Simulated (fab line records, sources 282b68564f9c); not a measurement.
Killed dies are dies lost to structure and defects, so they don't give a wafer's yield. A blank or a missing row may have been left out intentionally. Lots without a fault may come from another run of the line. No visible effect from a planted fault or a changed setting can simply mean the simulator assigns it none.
A lot that was struck, set against a sound lot + flow rit-cmos + 28 out of 202 route steps
Sound: the wafers L278.2, L278.3, L278.6. The struck wafers were L292.2, L292.3, L292.4. The cause comes at the end.
Each step with rows lists, per side, the tool, then ch with its chambers, then its first start. Under that, the readings that differ: sound wafers + struck wafers + difference of the means + sigmas: that difference in standard deviations of wafers without a fault.
alike: readings whose means differ by less than 2 such deviations, and words and numbers that are the same on both sides. not compared: withheld readings, readings that some wafer has no value for, bounds like >300 that may hide the same value, and numbers for which the record gives no deviation and whose values overlap.
Wherever a step has rows on one side only, a row that says differs or no value, or a row with sigmas, the two part there. Non-overlapping numbers with no deviation appear without sigmas and do not part them. A reading missing from all wafers of one side parts the sides only when that side holds two or more wafers.

RIT_ACTIVE_BOW_MEAS_00:
  sound: film-metro-02 at day 1 10:01; struck: film-metro-02 at day 4 08:01
  alike: INCOMING_BOW
RIT_ACTIVE_OXIDATION_01: target thk 46.8 nm, ox time 3360 s.
  sound on furnace-04 ch 0, day 1 13:01; struck on furnace-02 ch 0, day 4 13:41
| reading                                       | sound                | struck               | difference | sigmas |
|-----------------------------------------------|----------------------|----------------------|------------|--------|
| spike-tc-centre-C (C)                         | 1004.6 1002.1 1003.5 | 996.2 993.9 995.4    | -8.2       | -8     |
| spike-tc-load-C (C)                           | 1030.4 1026.5 1028.6 | 1023.8 1025.3 1022.5 | -4.6       | -4     |
| spike-tc-source-C (C)                         | 1026.0 1021.5 1023.7 | 1012.7 1014.7 1015.0 | -9.6       | -7     |
| tube-center-temp-C (C)                        | 999.99 1000.2 999.96 | 993.08 993.02 992.99 | -7.02      | -77    |
| tube_center_temp_C_max                        | 1002.3 1002.4 1001.8 | 995.7 994.7 995.5    | -6.9       | -16    |
| model.SiO2_of_ACTIVE_OXIDATION_01.thk-nm (nm) | 45.38 46.15 46.38    | 44.2 43.28 43.67     | -2.3       |        |
RIT_ACTIVE_THK_MEAS_02:
  sound: film-metro-01 at day 1 14:58; struck: film-metro-04 at day 4 15:38
| reading               | sound          | struck         | difference | sigmas |
|-----------------------|----------------|----------------|------------|--------|
| ACTIVE_OXIDE_THK (nm) | 45.4 46.1 46.4 | 44.2 43.3 43.7 | -2.2       | -2     |
then, 1 step without rows for these wafers: RIT_ACTIVE_CVD_03 (deposits Si3N4 from SiH2Cl2/NH3, target thk 150 nm, time 1500 s).
RIT_ACTIVE_THK_MEAS_04:
  sound: film-metro-02 at day 1 16:26; struck: film-metro-01 at day 4 17:07
  alike: ACTIVE_NITRIDE_THK
then, 6 steps without rows for these wafers: RIT_ACTIVE_HMDS_05 (prime time 60 s); RIT_ACTIVE_COAT_06 (resist thk 995 nm); RIT_ACTIVE_SOFTBAKE_07 (time 60 s); RIT_ACTIVE_EXPOSE_08 (exposes mask M1, target cd 1400 nm); RIT_ACTIVE_PEB_09; RIT_ACTIVE_DEVELOP_10 (develop time 50 s).
RIT_ACTIVE_CD_MEAS_11 targets a cd of 1400 nm.
  sound: cd-sem-02 at day 1 17:29; struck: cd-sem-02 at day 4 18:10
  alike: cd-nm
then, 1 step without rows for these wafers: RIT_ACTIVE_HARDBAKE_12 (time 60 s).
RIT_ACTIVE_ETCH_13: etches Si3N4 in SF6, stops on SiO2, time 210 s, target depth 210 nm.
  sound on rie-diel-03 ch 0,1,3, day 1 17:44; struck on rie-diel-01 ch 0,1, day 4 18:25
  alike: drypump-motor-current-A, oes-product-au, rf-fwd-power-W, throttle-valve-pct
  not compared: rf-hours-counter-h
RIT_ACTIVE_STRIP_14: strips in O2, time 180 s.
  sound on plasma-asher-01 ch 1, day 1 17:52; struck on plasma-asher-01 ch 0,1, day 4 18:32
  alike: drypump-motor-current-A
  not compared: rf-hours-counter-h
RIT_ACTIVE_CD_MEAS_90 targets a cd of 1400 nm.
  sound: cd-sem-01 at day 1 18:04; struck: cd-sem-02 at day 4 18:44
  alike: cd-nm
then, 4 steps without rows for these wafers: RIT_ACTIVE_CLEAN_15 (cleans in SC1, time 589 s); RIT_ACTIVE_CLEAN_16 (cleans in dHF, time 30 s); RIT_ACTIVE_CLEAN_17 (cleans in SC2, time 600 s); RIT_FOX1_OXIDATION_00 (target thk 350.7 nm, ox time 1130 s).
RIT_FOX1_THK_MEAS_01:
  sound: film-metro-03 at day 1 23:46; struck: film-metro-01 at day 4 20:32
| reading             | sound       | struck      | difference | sigmas |
|---------------------|-------------|-------------|------------|--------|
| FOX1_OXIDE_THK (nm) | 339 344 345 | 358 360 354 | +15        | +2     |
then, 2 steps without rows for these wafers: RIT_FOX1_WET_ETCH_02 (etches SiO2 in BOE, target depth 350 nm, time 390 s); RIT_FOX2_OXIDATION_00 (target thk 350.7 nm, ox time 1130 s).
RIT_FOX2_THK_MEAS_01:
  sound: film-metro-02 at day 2 01:18; struck: film-metro-02 at day 4 22:01
  alike: FOX2_OXIDE_THK
then, 1 step without rows for these wafers: RIT_FOX2_CLEAN_02 (cleans in dHF, time 180 s).
RIT_FOX2_WET_ETCH_03: etches Si3N4 in H3PO4, target depth 195 nm, time 2700 s.
  sound on wet-bench-03 ch 3, day 2 01:25; struck on wet-bench-03 ch 1, day 4 22:07
  alike: bath-heat-duty-pct
  not compared: model.SiO2_of_ACTIVE_OXIDATION_01.thk-nm
RIT_FOX2_THK_MEAS_90:
  sound: film-metro-02 at day 2 02:11; struck: film-metro-04 at day 4 22:53
  alike: FIELD_OXIDE_LEFT_1_THK
-- the record jumps here: 2 days lie between the struck wafers' starts before and after (it left off in module FOX2 and takes up again in module M1, whose first step shown is number 202 of the route) --
RIT_M1_PROBE_99:
  sound: prober-01 at day 3 21:39; struck: prober-01 at day 6 23:49
  alike: killed_at_M0_to_M3, killed-at-contacts, killed-at-front-end, killed-dies, killed-open, killed-short
  not compared: model.etest.pldd.width-nm, model.etest.nldd.width-nm

WHERE THEY PART
First at RIT_ACTIVE_OXIDATION_01; last, within this record, at RIT_FOX1_THK_MEAS_01. Later steps at which nothing parts them and some readings are alike: RIT_FOX2_THK_MEAS_01, RIT_FOX2_WET_ETCH_03, RIT_FOX2_THK_MEAS_90, RIT_M1_PROBE_99.

WHY: what the simulator had put in
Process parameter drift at RIT_ACTIVE_OXIDATION_01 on furnace-02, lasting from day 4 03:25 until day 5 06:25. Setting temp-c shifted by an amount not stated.
